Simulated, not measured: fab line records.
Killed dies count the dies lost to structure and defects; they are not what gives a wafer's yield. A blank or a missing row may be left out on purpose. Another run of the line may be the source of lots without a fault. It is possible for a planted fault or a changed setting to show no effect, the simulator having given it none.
Matching of chambers    flow berkeley cmos170    4 sister chambers for UCB170_GATE_ETCH_15 on rie si-02
The step etches poly-Si in HBr/Cl2, stops on SiO2, time 56.3 s, target depth 278.2 nm. 4 wafers are shown with their chamber, then 8 later ones without.

== WAFERS, EACH WITH ITS CHAMBER ==
wafer   chamber  drypump motor current A (A)
L501.1  2        5.9
L501.2  3        6.4
L503.5  1        5.2
L506.3  0        4.9

== WAFERS MISSING THEIR CHAMBER ==
wafer   drypump motor current A (A)
L506.4  5.9
L506.5  6.4
L507.1  5.2
L507.2  4.9
L507.5  5.1
L514.1  5.2
L514.3  5.9
L514.5  4.9

== WHICH CHAMBER EACH WENT THROUGH ==
wafer   from the rows above  in truth
L506.4  2                    2
L506.5  3                    3
L507.1  1                    1
L507.2  0                    0
L507.5  1                    1
L514.1  1                    1
L514.3  2                    2
L514.5  0                    0
8 of 8 placed correctly. Left unplaced by these rows: 0. Placed wrongly: 0.
How it was worked out, from the rows above alone: a wafer's distance from a chamber is the root of the sum, over the readings, of the square of ((its reading less the chamber's mean) divided by the reading's scatter). If the next closest chamber is less than 2 further off than the closest, the wafer can't be placed; otherwise it belongs to the closest. The mean given for a chamber averages the wafers shown for that chamber. The scatter: with one shown wafer a chamber, the root of the mean of the squares of how far each hidden wafer lies from its nearest shown one.
